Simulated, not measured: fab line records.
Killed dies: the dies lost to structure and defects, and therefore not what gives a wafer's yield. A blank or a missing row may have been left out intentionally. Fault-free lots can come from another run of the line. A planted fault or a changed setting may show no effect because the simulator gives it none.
The tool behind it: which one? ; flow berkeley_cmos170 ; 14 lots, 42 wafers sampled, at 4 steps of a route of 331

WHAT EACH GAUGE READ, for each wafer
UCB170_ACTIVE_CD_MEAS_13 targets a cd of 1200 nm.
lot;measured;on;cd_nm (nm)
L682;day 4 09:01;cd_sem-02;1199.7 1199.7 1200.2
L683;day 4 12:02;cd_sem-02;1201.9 1199.8 1199.4
L685;day 4 23:33;cd_sem-02;1202.0 1202.3 1202.9
L687;day 5 06:13;cd_sem-02;1201.4 1201.6 1199.9
L686;day 5 06:15;cd_sem-01;1199.2 1200.2 1199.0
L688;day 5 10:28;cd_sem-01;1200.8 1201.2 1200.1
L690;day 6 02:32;cd_sem-02;1201.0 1202.3 1201.0
L694;day 6 12:07;cd_sem-01;1200.9 1199.7 1198.7
L695;day 6 23:09;cd_sem-01;1201.5 1200.6 1199.4
L698;day 7 16:51;cd_sem-02;- - -
L699;day 7 17:08;cd_sem-01;- - -
L700;day 8 00:11;cd_sem-02;1200.6 1200.3 1201.0
L704;day 8 12:00;cd_sem-02;1200.5 1200.2 1201.0
L705;day 9 01:26;cd_sem-02;1201.5 1200.5 1202.4

UCB170_ACTIVE_CD_MEAS_90 targets a cd of 1200 nm.
lot;measured;on;cd_nm (nm)
L682;day 4 09:25;cd_sem-01;1200.0 1199.5 1200.1
L683;day 4 12:23;cd_sem-02;1201.7 1199.3 1198.9
L685;day 4 23:54;cd_sem-02;1201.8 1202.6 1202.0
L687;day 5 06:37;cd_sem-01;1200.5 1201.3 1200.0
L686;day 5 06:44;cd_sem-01;1198.6 1199.9 1198.7
L688;day 5 10:49;cd_sem-02;1201.3 1201.5 1200.4
L690;day 6 02:53;cd_sem-01;1200.7 1201.9 1200.7
L694;day 6 12:28;cd_sem-01;1200.9 1199.5 1199.3
L695;day 6 23:30;cd_sem-02;1201.6 1200.3 1198.8
L698;day 7 17:15;cd_sem-01;- - -
L699;day 7 17:29;cd_sem-01;- - -
L700;day 8 00:32;cd_sem-01;1200.5 1200.3 1201.0
L704;day 8 12:21;cd_sem-01;1200.5 1200.3 1200.8
L705;day 9 01:47;cd_sem-02;1201.0 1200.8 1202.7

UCB170_GATE_THK_MEAS_05.
lot;measured;on;GATE_POLY_THK (nm)
L682;day 6 04:50;film_metro-01;211.0 211.4 211.1
L683;day 6 04:50;film_metro-02;214.0 213.8 212.9
L685;day 6 13:38;film_metro-02;214.9 215.8 215.1
L687;day 6 22:41;film_metro-02;214.5 215.5 214.5
L686;day 6 22:41;film_metro-04;210.4 211.8 211.8
L688;day 7 05:53;film_metro-04;213.6 212.6 212.8
L690;day 7 23:22;film_metro-01;218.8 216.5 217.9
L694;day 8 04:10;film_metro-02;216.2 217.9 218.1
L695;day 8 22:38;film_metro-04;213.2 212.7 213.2
L700;day 9 18:38;film_metro-02;212.0 211.9 211.6
L704;day 10 10:34;film_metro-04;214.2 215.7 213.1
L705;day 10 17:12;film_metro-04;214.3 213.3 213.7

TOOL THAT RAN EACH LOT (tool first, then ch and the chambers of the sampled wafers, then the start)
lot;UCB170_ACTIVE_DEVELOP_12
L682;litho_track-02 ch 0, day 4 08:00
L683;litho_track-04 ch 0, day 4 11:00
L685;litho_track-03 ch 0, day 4 23:00
L687;litho_track-03 ch 0, day 5 06:00
L686;litho_track-04 ch 0, day 5 06:00
L688;litho_track-02 ch 0, day 5 10:00
L690;litho_track-04 ch 0, day 6 02:00
L694;litho_track-03 ch 0, day 6 11:00
L695;litho_track-02 ch 0, day 6 23:00
L698;litho_track-02, day 7 16:00
L699;litho_track-02, day 7 17:00
L700;litho_track-03 ch 0, day 8 00:00
L704;litho_track-04 ch 0, day 8 11:00
L705;litho_track-04 ch 0, day 9 01:00
- UCB170_ACTIVE_DEVELOP_12: develop time 45 s.

AS READ BY THE TOOLS THEMSELVES (means over the sampled wafers that have a number; for cases with no such wafer, the mark the record gives instead)
UCB170_ACTIVE_DEVELOP_12.
lot;tool;chill_plate_temp_C (C)
L682;litho_track-02;22.96
L683;litho_track-04;22.94
L685;litho_track-03;22.90
L687;litho_track-03;22.93
L686;litho_track-04;22.96
L688;litho_track-02;23.02
L690;litho_track-04;23.04
L694;litho_track-03;22.92
L695;litho_track-02;22.94
L698;litho_track-02;-
L699;litho_track-02;-
L700;litho_track-03;23.10
L704;litho_track-04;22.96
L705;litho_track-04;22.96

THE ANSWER, worked out from the rows above alone
Rule: the usual values come from the lots themselves. The widest of any qualifying gaps counts: lots, ordered by their means at a reading, are off when they make up no more than a third of the lots, leave a main group of 4 or more, and stand apart from it by 3 or more times the standard deviation of that group's means. If all means in a main group match to the digits the tables above print for the reading, that group is not used. Also off: a lot with no number at a reading for which 4 or more lots have one. Any other lot the step has rows for is counted as sound. The gauges are gone through in route order, then the tools' own readings, and for those a lot's mean is taken as printed above. At the first step where some lot is off, the reading lying furthest off is the one used; lots without a number count as furthest.
Off, at UCB170_ACTIVE_CD_MEAS_13 on cd_nm: L698, L699. Without a number there: L698, L699. The main group has a mean of 1200.7 nm with a standard deviation of 0.78.
A tool fits if, at a process step before that reading, it ran every lot that is off, and no sound lot after the first of them. The gauges at UCB170_ACTIVE_CD_MEAS_13 aren't tried: what is off there is off at UCB170_ACTIVE_DEVELOP_12 too, on other tools, and a gauge's error can't cause that. One fits: UCB170_ACTIVE_DEVELOP_12 on litho_track-02. A fault onset in the window from L695 (day 6 23:00, its last sound lot) to L698 (day 7 16:00, its first lot off) fits.
Blank at UCB170_ACTIVE_DEVELOP_12 on the lots that are off, where sound lots have numbers: chill_plate_temp_C.

WHAT HAD BEEN PUT IN BY THE SIMULATOR
Whole step skipped at UCB170_ACTIVE_DEVELOP_12 on litho_track-02, starting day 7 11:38. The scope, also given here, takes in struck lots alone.
Struck lots among those shown: L698, L699. The rule above found the same.
